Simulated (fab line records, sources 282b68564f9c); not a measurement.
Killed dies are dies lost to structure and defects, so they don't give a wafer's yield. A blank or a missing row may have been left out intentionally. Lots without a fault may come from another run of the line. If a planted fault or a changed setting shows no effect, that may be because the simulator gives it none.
Code-filled problem report in 8D (eight disciplines) form    flow rit cmos    the parts of the form that need people (team, actions taken, sign-off) are left out

== 1. THE ISSUE ==
At RIT_M1_SPUTTER_00, chamber pressure pa averages 0.3628 Pa over 6 wafers from 2 lots, while fault-free wafers read 0.3999 Pa, standard deviation 0.00082. That is -45 standard deviations from the usual mean.
The step: material Al, target thk 400 nm, time 500 s.
First seen on wafer L791.2, day 6 15:44, on pvd sputter-01. The record has a number at this step for 42 wafers belonging to 14 lots. Rule for "out" (also "out of limits"): further than 4 standard deviations from the usual mean. The rest of the wafers with a number are treated as sound.

== 2. WHAT IT IS, WHAT IT ISN'T ==
question                     is                      is not
which readings at this step  chamber pressure pa     -
which lots                   L791, L792              L778, L779, L780, L781, L782, L783, L784, L786, L793, L794, L796, L799
which wafers of those lots   all that have a number  -
read on which tools          pvd sputter-01          pvd sputter-02, pvd sputter-04
when                         from day 6 15:44        up to then (24 sound wafers); but 12 sound wafers of L793, L794, L796, L799 came after

== 3. SUSPECTS, AND WHAT RULES EACH OUT ==
Counting: any tool at a process step up to the reading is kept as a suspect provided that every lot that is out went through it and no sound lot did after the first of them.
- pvd sputter-01 at RIT_M1_SPUTTER_00 (material Al, target thk 400 nm, time 500 s): kept. All lots that are out passed through it, beginning with L791 at day 6 15:44, and no sound lot followed; its final sound lot before that point was L786 at day 6 02:14. On those wafers its own readings are out: chamber pressure pa.
The count leaves pvd sputter-01 at RIT_M1_SPUTTER_00.

== 4. THE CAUSE (what the simulator had put in) ==
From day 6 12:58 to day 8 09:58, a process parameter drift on pvd sputter-01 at RIT_M1_SPUTTER_00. From 0.4, the setting chamber pressure pa moved by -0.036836.
Counting left only this tool.

== 5. SEQUENCE OF EFFECTS, ordered by route ==
Each row: a reading whose mean over the struck wafers that have a number lies more than 3 standard deviations from the usual. Readings are gone through only where the record gives a usual standard deviation; hours: the median, over the lots, of the time from a lot's start at the first step in this table giving one to that lot's start at this step; sigmas: the change measured in usual standard deviations.
hours  step               reading              usual      on struck wafers  change   sigmas
0      RIT_M1_SPUTTER_00  chamber pressure pa  0.3999 Pa  0.3628            -0.0371  -45
Here are the process steps it includes:
- RIT_M1_SPUTTER_00: material Al, target thk 400 nm, time 500 s.
Later measuring or inspecting steps at which every struck wafer that the step has a row for has a number for every such reading, and none has moved that far: RIT_M1_BOW_MEAS_16.

== 6. WHAT WOULD HAVE CAUGHT IT SOONER ==
In this record the first reading out of limits was taken at day 6 15:44, 3 hours after the fault began at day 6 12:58.
